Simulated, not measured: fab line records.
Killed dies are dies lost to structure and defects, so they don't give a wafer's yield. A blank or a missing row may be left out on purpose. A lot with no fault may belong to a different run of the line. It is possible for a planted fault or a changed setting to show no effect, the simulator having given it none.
Lot-split experiment ; flow rit-cmos ; on a route of 202 steps: 5 lots, 23 wafers read

ABOUT THE SPLIT
At RIT_NLDD_IMPLANT_08, the setting dose-cm2 was moved away from the recipe's 5e+14 on 7 of the 23 wafers read, by -5.4% to +2.1%. The other wafers ran this setting at the recipe's value.

FROM THE SPLIT TO THE READING: what the file shows between them, 8 steps
- RIT_NLDD_STRIP_09: strips in O2, time 180 s
- RIT_NLDD_TW_MEAS_10
- RIT_PLDD_IMPLANT_08 (also split here: dose-cm2)
- RIT_PLDD_STRIP_09: strips in O2, time 180 s
- RIT_PLDD_TW_MEAS_10
- RIT_PSD_DEVELOP_05: develop time 50 s (also split here: dev-temp-c)
- RIT_PSD_HARDBAKE_07: time 60 s
- RIT_SDANNEAL_RS_MEAS_06: measures by four-point-probe

THE READING
At RIT_SDANNEAL_RS_MEAS_07, a four-point-probe measurement gives NLDD_RS in ohm/sq. Fault-free wafers of this fab line usually give 151.8 ohm/sq, standard deviation 0.61 ohm/sq.

wafer;tool, chamber at the split;dose-cm2 as run;against the recipe;NLDD_RS, ohm/sq;against lot-mates on the recipe
L074.1;implanter-04, 0;5e+14;recipe;151.4;-
L074.2;implanter-04, 0;5e+14;recipe;151.6;-
L074.3;implanter-04, 0;5e+14;recipe;151.8;-
L074.5;implanter-04, 0;4.732e+14;-5.4%;158.9;+7.3
L074.6;implanter-04, 0;4.732e+14;-5.4%;158.6;+7.0
L076.1;implanter-04, 0;5e+14;recipe;151.2;-
L076.2;implanter-04, 0;5e+14;recipe;151.5;-
L076.6;implanter-04, 0;5e+14;recipe;151.7;-
L079.1;implanter-02, 0;5e+14;recipe;151.6;-
L079.2;implanter-02, 0;5e+14;recipe;151.3;-
L079.3;implanter-02, 0;5e+14;recipe;150.7;-
L079.4;implanter-02, 0;5e+14;recipe;151.1;-
L079.6;implanter-02, 0;5e+14;recipe;151.1;-
L080.2;implanter-02, 0;5e+14;recipe;151.5;-
L080.3;implanter-02, 0;5e+14;recipe;151.7;-
L080.4;implanter-02, 0;5e+14;recipe;151.9;-
L080.5;implanter-02, 0;4.865e+14;-2.7%;155.7;+4.0
L080.6;implanter-02, 0;4.865e+14;-2.7%;154.9;+3.2
L083.1;implanter-02, 0;5.105e+14;+2.1%;149.2;-2.4
L083.2;implanter-02, 0;5e+14;recipe;151.7;-
L083.3;implanter-02, 0;5e+14;recipe;151.4;-
L083.4;implanter-02, 0;5.105e+14;+2.1%;149.4;-2.2
L083.6;implanter-02, 0;5.105e+14;+2.1%;149.4;-2.2

THE FIT
A straight line over all 23 wafers: NLDD_RS changes by -1.3 ohm/sq for each +1% of dose-cm2; r = -0.99; the points scatter about the line by 0.38 ohm/sq.
The same after taking each lot's own level away (the mean of its wafers on the recipe; 23 wafers): -1.28 ohm/sq for each +1%; r = -0.99; scatter 0.29 ohm/sq.
That fit puts the effect of the largest move of dose-cm2 on the reading at 6.9 ohm/sq.
From 151.16 to 151.70 ohm/sq: that is the span of the lots' own levels, equal to 0.9 times the standard deviation above.
The two slopes are in agreement: the lot-to-lot level therefore moves the slope only a little.
Check: +6.78 ohm/sq against its lot-mates is what the line predicts for one of the wafers moved furthest among these (-5.4%) when that wafer is left out of the fit. Against them it came out at +7.3 ohm/sq.

OTHER SPLITS ON THESE WAFERS
Other splits were also applied to these wafers ahead of the reading. Each is held against what the fit with the lots' levels taken away leaves over:
other split on the same wafers;wafers away from the commonest value;r with NLDD_RS (lot level and that fit taken away)
RIT_PLDD_IMPLANT_08 dose-cm2;11;-0.25
RIT_PSD_DEVELOP_05 dev-temp-c;9;+0.06

THE WHOLE CHAIN: every reading that the file lists as answering this split, in the file's order
step;what it does;reading;change (the file's fit);r (the file's)
RIT_NLDD_TW_MEAS_10;;NLDD_TW;+8.3 for each +1% of the setting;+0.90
RIT_SDANNEAL_RS_MEAS_07;measures by four-point-probe;NLDD_RS;-1.31 for each +1% of the setting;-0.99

FILE'S OWN FIT
NLDD_RS changes by -1.31 ohm/sq for each +1% of dose-cm2, r = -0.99.
